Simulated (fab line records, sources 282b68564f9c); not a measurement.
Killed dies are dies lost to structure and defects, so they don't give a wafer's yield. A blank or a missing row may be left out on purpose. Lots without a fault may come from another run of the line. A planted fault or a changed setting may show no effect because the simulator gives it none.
Split-lot experiment | flow rit_cmos | 5 lots, 27 wafers read, on a route of 202 steps

THE SPLIT
At RIT_ACTIVE_CVD_03 (deposits Si3N4 from SiH2Cl2/NH3, target thk 150 nm, time 1500 s), the setting time_s was moved away from the recipe's 1500 s on 18 of the 27 wafers read, by +22.4% to +37.2%. The other wafers ran this setting at the recipe's value.

FROM THE SPLIT TO THE READING: what the file shows between them, 4 steps
- RIT_ACTIVE_THK_MEAS_04
- RIT_ACTIVE_HMDS_05: prime time 60 s
- RIT_ACTIVE_COAT_06: resist thk 1000 nm
- RIT_ACTIVE_HARDBAKE_12: time 60 s

THE READING
oes_product_au, in a.u., at RIT_ACTIVE_ETCH_13 (etches Si3N4 in SF6, stops on SiO2, time 210 s, target depth 210 nm). Fault-free wafers of this fab line usually give 0.812 a.u., standard deviation 0.014 a.u..

wafer  | tool, chamber at the split | time_s as run, s | against the recipe | oes_product_au, a.u. | against lot-mates on the recipe
L074.1 | -, -                       | 1500             | recipe             | 0.783                | -
L074.2 | -, -                       | 1500             | recipe             | 0.806                | -
L074.3 | -, -                       | 1500             | recipe             | 0.810                | -
L074.4 | -, -                       | 1500             | recipe             | 0.795                | -
L074.5 | -, -                       | 1500             | recipe             | 0.804                | -
L074.6 | -, -                       | 1500             | recipe             | 0.800                | -
L080.1 | -, -                       | 2058             | +37.2%             | 0.978                | no lot-mate on the recipe
L080.2 | -, -                       | 2058             | +37.2%             | 0.968                | no lot-mate on the recipe
L080.3 | -, -                       | 2058             | +37.2%             | 0.987                | no lot-mate on the recipe
L080.4 | -, -                       | 2058             | +37.2%             | 0.972                | no lot-mate on the recipe
L080.5 | -, -                       | 2058             | +37.2%             | 0.975                | no lot-mate on the recipe
L080.6 | -, -                       | 2058             | +37.2%             | 0.984                | no lot-mate on the recipe
L081.1 | lpcvd-02, 0                | 1500             | recipe             | 0.812                | -
L081.4 | lpcvd-02, 0                | 1500             | recipe             | 0.820                | -
L081.6 | lpcvd-02, 0                | 1500             | recipe             | 0.825                | -
L084.1 | -, -                       | 1836             | +22.4%             | 0.896                | no lot-mate on the recipe
L084.2 | -, -                       | 1836             | +22.4%             | 0.931                | no lot-mate on the recipe
L084.3 | -, -                       | 1836             | +22.4%             | 0.926                | no lot-mate on the recipe
L084.4 | -, -                       | 1836             | +22.4%             | 0.912                | no lot-mate on the recipe
L084.5 | -, -                       | 1836             | +22.4%             | 0.939                | no lot-mate on the recipe
L084.6 | -, -                       | 1836             | +22.4%             | 0.932                | no lot-mate on the recipe
L085.1 | -, -                       | 1880             | +25.3%             | 0.924                | no lot-mate on the recipe
L085.2 | -, -                       | 1880             | +25.3%             | 0.919                | no lot-mate on the recipe
L085.3 | -, -                       | 1880             | +25.3%             | 0.911                | no lot-mate on the recipe
L085.4 | -, -                       | 1880             | +25.3%             | 0.907                | no lot-mate on the recipe
L085.5 | -, -                       | 1880             | +25.3%             | 0.931                | no lot-mate on the recipe
L085.6 | -, -                       | 1880             | +25.3%             | 0.911                | no lot-mate on the recipe

THE FIT
A straight line over all 27 wafers: oes_product_au changes by +0.00462 a.u. for each +1% of time_s; r = +0.98; the points scatter about the line by 0.013 a.u..
Too few moved wafers have a lot-mate on the recipe to fit a line with each lot's own level taken away.

THE WHOLE CHAIN: every reading that the file lists as answering this split, in the file's order
step                   | what it does                                                        | reading                                                                        | change (the file's fit)                   | r (the file's)
RIT_ACTIVE_CVD_03      | deposits Si3N4 from SiH2Cl2/NH3, target thk 150 nm, time 1500 s     | Si3N4_of_ACTIVE_CVD_03.thk_nm (the simulator's own value, which no gauge read) | +1.57 nm for each +1% of the setting      | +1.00
RIT_ACTIVE_THK_MEAS_04 |                                                                     | ACTIVE_NITRIDE_THK                                                             | +1.57 for each +1% of the setting         | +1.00
RIT_ACTIVE_ETCH_13     | etches Si3N4 in SF6, stops on SiO2, time 210 s, target depth 210 nm | oes_product_au                                                                 | +0.00461 a.u. for each +1% of the setting | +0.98
RIT_ACTIVE_ETCH_13     | etches Si3N4 in SF6, stops on SiO2, time 210 s, target depth 210 nm | ACTIVE.feature_depth_nm (the simulator's own value, which no gauge read)       | +1.57 nm for each +1% of the setting      | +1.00
RIT_ACTIVE_ETCH_13     | etches Si3N4 in SF6, stops on SiO2, time 210 s, target depth 210 nm | etch.depth_nm (the simulator's own value, which no gauge read)                 | +1.57 nm for each +1% of the setting      | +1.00

THE FILE'S OWN FIT
oes_product_au changes by +0.00461 a.u. for each +1% of time_s, r = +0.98.
